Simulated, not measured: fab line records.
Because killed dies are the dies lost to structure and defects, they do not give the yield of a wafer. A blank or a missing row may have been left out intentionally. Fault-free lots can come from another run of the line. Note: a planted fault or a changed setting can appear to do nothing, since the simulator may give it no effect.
Which of the tools did it? :: flow berkeley cmos170 :: Sampling: 14 lots, 42 wafers, 6 of 331 route steps

WHAT EACH GAUGE READ, for each wafer
UCB170_PWELL_THK_MEAS_06.
lot: L792
measured: day 3 08:14
on: film metro-03
PWELL_NITRIDE_THK (nm): 221.7 222.6 220.4

lot: L797
measured: day 4 07:34
on: film metro-04
PWELL_NITRIDE_THK (nm): 221.9 222.9 220.9

lot: L796
measured: day 4 07:35
on: film metro-01
PWELL_NITRIDE_THK (nm): 222.8 222.0 221.3

lot: L798
measured: day 4 14:35
on: film metro-04
PWELL_NITRIDE_THK (nm): 221.8 223.1 223.8

lot: L799
measured: day 4 14:36
on: film metro-03
PWELL_NITRIDE_THK (nm): 220.9 223.7 222.0

lot: L800
measured: day 5 02:55
on: film metro-04
PWELL_NITRIDE_THK (nm): 217.8 220.9 221.2

lot: L802
measured: day 5 17:50
on: film metro-01
PWELL_NITRIDE_THK (nm): 222.2 223.1 223.0

lot: L804
measured: day 5 17:50
on: film metro-04
PWELL_NITRIDE_THK (nm): 220.6 220.2 219.3

lot: L803
measured: day 5 17:51
on: film metro-03
PWELL_NITRIDE_THK (nm): 218.1 219.6 218.9

lot: L808
measured: day 6 18:08
on: film metro-03
PWELL_NITRIDE_THK (nm): 215.8 217.1 217.5

lot: L809
measured: day 7 08:06
on: film metro-03
PWELL_NITRIDE_THK (nm): 220.8 220.9 221.4

lot: L811
measured: day 7 08:07
on: film metro-04
PWELL_NITRIDE_THK (nm): 220.4 220.2 219.9

lot: L810
measured: day 7 08:09
on: film metro-01
PWELL_NITRIDE_THK (nm): 220.7 220.2 217.9

lot: L814
measured: day 7 19:56
on: film metro-04
PWELL_NITRIDE_THK (nm): 220.7 221.4 219.8

UCB170_FIELD_THK_MEAS_02.
lot: L792
measured: day 5 06:34
on: film metro-01
FIELD_OXIDE_THK (nm): 559 562 567

lot: L797
measured: day 6 07:52
on: film metro-01
FIELD_OXIDE_THK (nm): 541 544 542

lot: L796
measured: day 6 07:52
on: film metro-04
FIELD_OXIDE_THK (nm): 555 563 562

lot: L798
measured: day 6 17:26
on: film metro-04
FIELD_OXIDE_THK (nm): 557 560 572

lot: L799
measured: day 6 17:26
on: film metro-03
FIELD_OXIDE_THK (nm): 575 567 576

lot: L800
measured: day 7 00:55
on: film metro-01
FIELD_OXIDE_THK (nm): 547 544 549

lot: L802
measured: day 7 21:25
on: film metro-01
FIELD_OXIDE_THK (nm): 560 556 560

lot: L804
measured: day 7 21:26
on: film metro-04
FIELD_OXIDE_THK (nm): 561 553 565

lot: L803
measured: day 7 21:26
on: film metro-03
FIELD_OXIDE_THK (nm): 581 574 580

lot: L808
measured: day 8 13:17
on: film metro-03
FIELD_OXIDE_THK (nm): 562 568 559

lot: L809
measured: day 9 03:41
on: film metro-01
FIELD_OXIDE_THK (nm): 557 556 555

lot: L811
measured: day 9 03:41
on: film metro-03
FIELD_OXIDE_THK (nm): 546 549 542

lot: L810
measured: day 9 03:41
on: film metro-04
FIELD_OXIDE_THK (nm): 530 548 546

lot: L814
measured: day 9 19:55
on: film metro-01
FIELD_OXIDE_THK (nm): 552 560 551

UCB170_NLDD_TW_MEAS_11.
lot: L792
measured: day 7 12:42
on: film metro-01
NLDD_TW: 2203 2191 2192

lot: L797
measured: day 8 17:38
on: film metro-04
NLDD_TW: 2232 2234 2236

lot: L796
measured: day 8 17:55
on: film metro-02
NLDD_TW: 2227 2211 2220

lot: L798
measured: day 9 02:35
on: film metro-04
NLDD_TW: 2231 2219 2223

lot: L799
measured: day 9 02:52
on: film metro-02
NLDD_TW: 2199 2216 2200

lot: L800
measured: day 9 08:16
on: film metro-04
NLDD_TW: 2227 2227 2227

lot: L802
measured: day 9 19:13
on: film metro-04
NLDD_TW: 2223 2217 2216

lot: L804
measured: day 9 19:46
on: film metro-02
NLDD_TW: 2206 2199 2208

lot: L803
measured: day 9 19:31
on: film metro-01
NLDD_TW: 2213 2211 2208

lot: L808
measured: day 10 12:03
on: film metro-04
NLDD_TW: 2103 2106 2099

lot: L809
measured: day 11 08:00
on: film metro-04
NLDD_TW: 2217 2218 2229

lot: L811
measured: day 11 07:35
on: film metro-01
NLDD_TW: 2197 2182 2193

lot: L810
measured: day 11 08:24
on: film metro-04
NLDD_TW: 2234 2232 2233

lot: L814
measured: day 11 19:29
on: film metro-01
NLDD_TW: 2052 2058 2072

UCB170_NSD_OVL_MEAS_07.
lot: L792
measured: day 7 21:32
on: overlay-01
NSD_OVL (nm): 8 3 2

lot: L797
measured: day 9 03:14
on: overlay-01
NSD_OVL (nm): -3 5 1

lot: L796
measured: day 9 02:58
on: overlay-01
NSD_OVL (nm): 3 6 7

lot: L798
measured: day 9 12:16
on: overlay-01
NSD_OVL (nm): 8 2 7

lot: L799
measured: day 9 12:32
on: overlay-01
NSD_OVL (nm): 0 3 5

lot: L800
measured: day 9 18:21
on: overlay-01
NSD_OVL (nm): 0 4 7

lot: L802
measured: day 10 08:59
on: overlay-02
NSD_OVL (nm): -2 -4 0

lot: L804
measured: day 10 08:43
on: overlay-01
NSD_OVL (nm): 2 6 -6

lot: L803
measured: day 10 09:16
on: overlay-01
NSD_OVL (nm): -3 -5 -2

lot: L808
measured: day 10 19:02
on: overlay-01
NSD_OVL (nm): 4 7 8

lot: L809
measured: day 11 19:55
on: overlay-02
NSD_OVL (nm): 5 -2 1

lot: L811
measured: day 11 20:07
on: overlay-02
NSD_OVL (nm): 3 -2 -1

lot: L810
measured: day 11 20:01
on: overlay-01
NSD_OVL (nm): 6 3 5

lot: L814
measured: day 12 03:10
on: overlay-02
NSD_OVL (nm): -3 7 -4

UCB170_SDANNEAL_RS_MEAS_05: uses a four-point probe to measure.
lot: L792
measured: day 8 01:23
on: film metro-04
NLDD_RS (ohm/sq): 615.0 615.3 615.1

lot: L797
measured: day 9 05:42
on: film metro-02
NLDD_RS (ohm/sq): 616.9 615.8 618.0

lot: L796
measured: day 9 05:01
on: film metro-02
NLDD_RS (ohm/sq): 617.8 618.9 616.7

lot: L798
measured: day 9 14:04
on: film metro-01
NLDD_RS (ohm/sq): 614.0 615.4 616.2

lot: L799
measured: day 9 14:18
on: film metro-04
NLDD_RS (ohm/sq): 616.5 614.0 615.2

lot: L800
measured: day 9 20:27
on: film metro-01
NLDD_RS (ohm/sq): 615.8 615.6 616.1

lot: L802
measured: day 10 11:34
on: film metro-02
NLDD_RS (ohm/sq): 614.1 615.5 614.5

lot: L804
measured: day 10 11:16
on: film metro-01
NLDD_RS (ohm/sq): 614.5 615.6 616.6

lot: L803
measured: day 10 12:05
on: film metro-02
NLDD_RS (ohm/sq): 614.7 615.4 616.0

lot: L808
measured: day 10 20:59
on: film metro-02
NLDD_RS (ohm/sq): 716.0 716.4 714.9

lot: L809
measured: day 11 22:32
on: film metro-02
NLDD_RS (ohm/sq): 617.3 618.7 617.6

lot: L811
measured: day 11 22:55
on: film metro-04
NLDD_RS (ohm/sq): 616.6 617.8 616.4

lot: L810
measured: day 11 22:09
on: film metro-04
NLDD_RS (ohm/sq): 614.3 614.7 613.2

lot: L814
measured: day 12 06:39
on: film metro-02
NLDD_RS (ohm/sq): 716.2 713.6 714.5

WHICH TOOL RAN EACH LOT (tool, then ch and the chambers of the sampled wafers, then the start)
lot: L792
UCB170_NLDD_IMPLANT_09: implanter-02 ch 0, day 7 12:27

lot: L797
UCB170_NLDD_IMPLANT_09: implanter-02 ch 0, day 8 17:23

lot: L796
UCB170_NLDD_IMPLANT_09: implanter-01 ch 0, day 8 17:41

lot: L798
UCB170_NLDD_IMPLANT_09: implanter-01 ch 0, day 9 02:20

lot: L799
UCB170_NLDD_IMPLANT_09: implanter-02 ch 0, day 9 02:38

lot: L800
UCB170_NLDD_IMPLANT_09: implanter-04 ch 0, day 9 08:02

lot: L802
UCB170_NLDD_IMPLANT_09: implanter-02 ch 0, day 9 18:58

lot: L804
UCB170_NLDD_IMPLANT_09: implanter-02 ch 0, day 9 19:32

lot: L803
UCB170_NLDD_IMPLANT_09: implanter-01 ch 0, day 9 19:17

lot: L808
UCB170_NLDD_IMPLANT_09: implanter-02 ch 0, day 10 11:49

lot: L809
UCB170_NLDD_IMPLANT_09: implanter-01 ch 0, day 11 07:45

lot: L811
UCB170_NLDD_IMPLANT_09: implanter-04 ch 0, day 11 07:20

lot: L810
UCB170_NLDD_IMPLANT_09: implanter-04 ch 0, day 11 08:09

lot: L814
UCB170_NLDD_IMPLANT_09: implanter-02 ch 0, day 11 19:16
- UCB170_NLDD_IMPLANT_09

AS READ BY THE TOOLS THEMSELVES (means over the sampled wafers that have a number; for cases with no such wafer, the mark the record gives instead)
UCB170_NLDD_IMPLANT_09.
lot: L792
tool: implanter-02
dose ions cm2: 4.994e+13
faraday current uA: 159

lot: L797
tool: implanter-02
dose ions cm2: 5.002e+13
faraday current uA: 159

lot: L796
tool: implanter-01
dose ions cm2: 5.002e+13
faraday current uA: 159

lot: L798
tool: implanter-01
dose ions cm2: 5.005e+13
faraday current uA: 161

lot: L799
tool: implanter-02
dose ions cm2: 5.000e+13
faraday current uA: 157

lot: L800
tool: implanter-04
dose ions cm2: 4.994e+13
faraday current uA: 159

lot: L802
tool: implanter-02
dose ions cm2: 5.000e+13
faraday current uA: 154

lot: L804
tool: implanter-02
dose ions cm2: 4.999e+13
faraday current uA: 158

lot: L803
tool: implanter-01
dose ions cm2: 4.992e+13
faraday current uA: 156

lot: L808
tool: implanter-02
dose ions cm2: 3.005e+13
faraday current uA: 93

lot: L809
tool: implanter-01
dose ions cm2: 4.988e+13
faraday current uA: 162

lot: L811
tool: implanter-04
dose ions cm2: 4.994e+13
faraday current uA: 161

lot: L810
tool: implanter-04
dose ions cm2: 5.005e+13
faraday current uA: 158

lot: L814
tool: implanter-02
dose ions cm2: 3.012e+13
faraday current uA: 96

THE ANSWER, worked out from the rows above alone
Rule: the usual values come from the lots themselves. Put in order of their means at a reading, lots are off if they are a third of the lots or fewer, leave a main group of 4 or more, and stand apart from it by a gap of 3 or more times the standard deviation of the main group's means; of several such gaps the widest counts. The tables above print the reading to a certain number of digits; a main group whose means all agree to those digits is not used. A lot without any number at a reading at which 4 lots or more have one is off too. Where the step has rows for the other lots, those lots are counted as sound. After the gauges, taken in route order, come the tools' own readings; for these a lot's mean is taken, as printed above. At the first step where some lot is off, the reading lying furthest off is the one used; lots without a number count as furthest.
Off: at UCB170_NLDD_TW_MEAS_11 (NLDD_TW), L808, L814. Main group: mean 2215, sd 14.
If a tool, at a process step before that reading, ran all the lots that are off and no sound lot after the first of them, it fits. Not tried: the gauges at UCB170_NLDD_TW_MEAS_11; whatever is off there is also off at UCB170_SDANNEAL_RS_MEAS_05, on other tools, and gauge error can't account for it. One fits: implanter-02 at UCB170_NLDD_IMPLANT_09. A fault onset in the window from L804 (day 9 19:32, its last sound lot) to L808 (day 10 11:49, its first lot off) fits.
The tool's own readings at UCB170_NLDD_IMPLANT_09 bear it out: on the lots that are off they differ by more than 5 times the standard deviation of the sound lots' means. dose ions cm2 reads 3.008e+13 there against 4.998e+13 on the sound lots; faraday current uA reads 94 there against 159 on the sound lots.

WHAT HAD BEEN PUT IN BY THE SIMULATOR
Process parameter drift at UCB170_NLDD_IMPLANT_09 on implanter-02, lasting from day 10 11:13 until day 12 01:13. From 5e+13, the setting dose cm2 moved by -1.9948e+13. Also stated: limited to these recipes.
Lots struck among those shown: L808, L814. This agrees with what the rule above found.
